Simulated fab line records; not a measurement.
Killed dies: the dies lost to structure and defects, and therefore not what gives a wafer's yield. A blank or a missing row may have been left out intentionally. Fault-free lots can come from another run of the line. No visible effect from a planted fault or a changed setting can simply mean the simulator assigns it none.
fab line records -- flow berkeley-cmos170
record lots=14, wafers=42, last-day=13
route steps=331 shown GATE@127
lots that met no fault: from a run of the same line without faults
start-h: hours from the record's opening day to when the first of the lot's shown wafers began -- wait-h: hours from the lot's prior step to this one -- " same as the row above -- L1.1+2: a row that stands for several wafers -- - no value present, or no start provided -- * or withheld: withheld -- < > ~ a bound
route shown NAME@n: names a module that has steps shown in the file, with the first one's number in the route -- usual: average and standard deviation across the fault-free wafers -- same: alike in all rows -- chamber/n: place in a boat -- sites: per-site readings -- _std_site: their standard deviation -- _edge_site: the outer-site mean with the inner-site mean subtracted -- radius-mm: how far each site lies from the wafer's centre -- mask NAME#n: copy n -- behind: tool/chamber where the wafer was last shaped -- hold: the reason the lot was held/the length of the hold in hours/how it ended -- device: the n, p or np transistor that did not switch -- end of line: tests of these same wafers at the route's end -- a step without rows: its recipe alone -- killed: the dies lost at the first sort to structure and to defects; this is not the yield of the wafer -- map: a wafer's dies, x killed, . not, _ none there
set.NAME: the setting as run; set.NAME@STEP: as run at that earlier step -- model.NAME: the simulator's own value behind a step, which no gauge read
a sample of lots followed through the steps of the route, with each step as a table and each wafer as a row
services: from which hour (start-h, from the record's first day; less than 0 if before it) a tool's chamber was out of use, for how many hours, and why
## steps
# step UCB170_GATE_OXIDATION_01
# recipe temp-c=850, ambient=O2, target-thk-a=66, ox-time-s=1800
# usual spike-tc-centre-C=852.0/1.8, spike-tc-load-C=877.2/1.9, spike-tc-source-C=873/3.8, tube-center-temp-C=850/0.079, tube_center_temp_C_max=852.2/0.36
lot.wafer,tool,chamber,start-h,wait-h,spike-tc-centre-C,spike-tc-load-C,spike-tc-source-C,tube-center-temp-C,tube_center_temp_C_max
L753.2,furnace-01,0,130.75,5.4,852.1,875.9,879,850.02,851.6
L753.3,furnace-01,0,130.75,5.4,851.5,876.1,877,850.06,852.0
L753.5,furnace-01,0,130.75,5.4,850.3,874.9,877,849.96,852.4
L754.2,furnace-01,0,154.27,1.6,851.5,876.6,877,850.02,851.8
L754.5,furnace-01,0,154.27,1.6,850.3,875.6,877,850.02,852.8
L754.6,furnace-01,0,154.27,1.6,851.7,876.9,877,849.98,852.6
L755.2,furnace-01,0,154.27,1.8,851.4,874.2,873,850,851.8
L755.3,furnace-01,0,154.27,1.8,850.8,874.5,876,850,851.9
L755.5,furnace-01,0,154.27,1.8,850.6,876.7,876,849.9,852.1
L756.1,furnace-02,0,163.42,3.9,852.8,877.0,870,850,852.5
L756.2,furnace-02,0,163.42,3.9,853.6,878.7,871,850,851.8
L756.6,furnace-02,0,163.42,3.9,853.9,880.9,870,849.96,852.4
L757.2,furnace-02,0,163.42,4.6,854.3,879.0,870,850.04,851.7
L757.4,furnace-02,0,163.42,4.6,853.7,878.6,869,850.09,852.1
L757.5,furnace-02,0,163.42,4.6,854.0,878.2,870,849.93,852.1
L758.1,furnace-02,0,163.42,3.7,854.5,878.0,871,849.98,852.6
L758.2,furnace-02,0,163.42,3.7,853.0,880.1,869,850.11,852.7
L758.5,furnace-02,0,163.42,3.7,852.1,880.1,868,849.95,852.3
L759.3,furnace-02,0,182.37,3.8,839.4,863.7,857,835.9,837.6
L759.5,furnace-02,0,182.37,3.8,839.4,865.8,854,835.97,838.3
L759.6,furnace-02,0,182.37,3.8,839.0,863.9,855,835.95,837.7
L760.1,furnace-02,0,182.37,4.1,838.9,866.2,854,835.87,838.6
L760.3,furnace-02,0,182.37,4.1,840.4,864.9,857,836.1,837.9
L760.5,furnace-02,0,182.37,4.1,838.3,865.2,855,835.93,838.1
L762.2,furnace-01,0,204.81,3.2,851.0,876.5,875,850.06,851.6
L762.4,furnace-01,0,204.81,3.2,849.0,877.0,877,849.9,852.3
L762.6,furnace-01,0,204.81,3.2,849.9,876.7,877,850.05,852.4
L768.1,furnace-01,0,204.81,3.1,849.0,876.3,878,849.94,852.1
L768.4,furnace-01,0,204.81,3.1,848.6,877.4,877,849.98,853.0
L768.5,furnace-01,0,204.81,3.1,852.8,873.9,877,849.94,852.3
L772.2,furnace-01,0,233.45,5.6,849.8,875.4,877,849.88,851.6
L772.3,furnace-01,0,233.45,5.6,850.4,876.3,876,850.02,852.4
L772.4,furnace-01,0,233.45,5.6,849.6,875.3,878,849.96,852.4
L774.4,furnace-02,0,253.86,4.5,854.6,877.3,869,850.07,852.4
L774.5,furnace-02,0,253.86,4.5,854.7,877.3,869,849.89,851.8
L774.6,furnace-02,0,253.86,4.5,853.3,878.8,870,849.94,852.0
L775.2,furnace-02,0,253.86,4.8,853.7,877.2,869,850.14,852.0
L775.3,furnace-02,0,253.86,4.8,853.4,879.5,869,849.85,851.6
L775.6,furnace-02,0,253.86,4.8,852.6,877.6,870,850,851.8
L776.2,furnace-02,0,253.86,4.3,853.4,879.4,870,850.05,852.6
L776.5,furnace-02,0,253.86,4.3,855.5,879.4,869,849.99,851.9
L776.6,furnace-02,0,253.86,4.3,853.3,877.0,869,850.12,852.4
# step UCB170_GATE_THK_MEAS_02
# recipe reads=SiO2_of_GATE_OXIDATION_01
# usual GATE_OXIDE_THK=6.58/0.13
lot.wafer,tool,chamber,start-h,wait-h,GATE_OXIDE_THK[nm]
L753.2,film-metro-01,-,132.26,0.0,6.72
L753.3,film-metro-01,-,132.26,0.0,6.49
L753.5,film-metro-01,-,132.26,0.0,6.57
L754.2,film-metro-03,-,155.78,0.0,6.57
L754.5,film-metro-03,-,155.78,0.0,6.67
L754.6,film-metro-03,-,155.78,0.0,6.54
L755.2,film-metro-02,-,155.78,0.0,6.28
L755.3,film-metro-02,-,155.78,0.0,6.36
L755.5,film-metro-02,-,155.78,0.0,6.44
L756.1,film-metro-02,-,164.92,0.0,6.55
L756.2,film-metro-02,-,164.92,0.0,6.77
L756.6,film-metro-02,-,164.92,0.0,6.54
L758.1,film-metro-01,-,164.92,0.0,6.49
L758.2,film-metro-01,-,164.92,0.0,6.66
L758.5,film-metro-01,-,164.92,0.0,6.50
L757.2,film-metro-03,-,164.93,0.0,6.57
L757.4,film-metro-03,-,164.93,0.0,6.62
L757.5,film-metro-03,-,164.93,0.0,6.70
L760.1,film-metro-02,-,183.87,0.0,5.39
L760.3,film-metro-02,-,183.87,0.0,5.50
L760.5,film-metro-02,-,183.87,0.0,5.25
L759.3,film-metro-03,-,183.89,0.0,5.41
L759.5,film-metro-03,-,183.89,0.0,5.15
L759.6,film-metro-03,-,183.89,0.0,5.35
L762.2,film-metro-01,-,206.44,0.1,6.49
L762.4,film-metro-01,-,206.44,0.1,6.73
L762.6,film-metro-01,-,206.44,0.1,6.69
L768.1,film-metro-03,-,206.45,0.1,6.66
L768.4,film-metro-03,-,206.45,0.1,6.62
L768.5,film-metro-03,-,206.45,0.1,6.66
L772.2,film-metro-01,-,234.96,0.0,6.58
L772.3,film-metro-01,-,234.96,0.0,6.58
L772.4,film-metro-01,-,234.96,0.0,6.56
L775.2,film-metro-01,-,255.37,0.0,6.54
L775.3,film-metro-01,-,255.37,0.0,6.39
L775.6,film-metro-01,-,255.37,0.0,6.50
L776.2,film-metro-02,-,255.45,0.1,6.44
L776.5,film-metro-02,-,255.45,0.1,6.40
L776.6,film-metro-02,-,255.45,0.1,6.50
L774.4,film-metro-01,-,255.45,0.1,6.59
L774.5,film-metro-01,-,255.45,0.1,6.64
L774.6,film-metro-01,-,255.45,0.1,6.54
## services
tool,chamber,start-h,hours,kind
furnace-01,-,171.89,2.3,pm
furnace-02,-,183.87,3.5,pm
furnace-01,-,227.01,3.9,pm
## key
first-sign step=UCB170_GATE_OXIDATION_01, reading=tube-center-temp-C, direction=down, sigmas=99+, usual=*, struck=*
effect step=UCB170_GATE_OXIDATION_01, reading=tube_center_temp_C_max, direction=down, sigmas=39, usual=*, struck=*
effect step=UCB170_GATE_THK_MEAS_02, reading=GATE_OXIDE_THK, direction=down, sigmas=9.6, usual=6.58, struck=5.34
met-at UCB170_GATE_OXIDATION_01
struck-lots L759,L760
tester-left-out L759,L760
onset-between 163.42 182.37
fault kind=process-parameter-drift, tool=furnace-02, chamber=-, onset-h=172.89, steps=UCB170_GATE_OXIDATION_01, channel=temp-c, offset=*, shape=step, end-h=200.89, acts-in=*, stated=*
# tester-left-out: of these lots the tester's yield and bins aren't shown, on N5 and GAA mostly nor the transistor test; their killed dies are dies lost to structure and defects alone, not to doping, threshold or leakage, so they don't give the yield
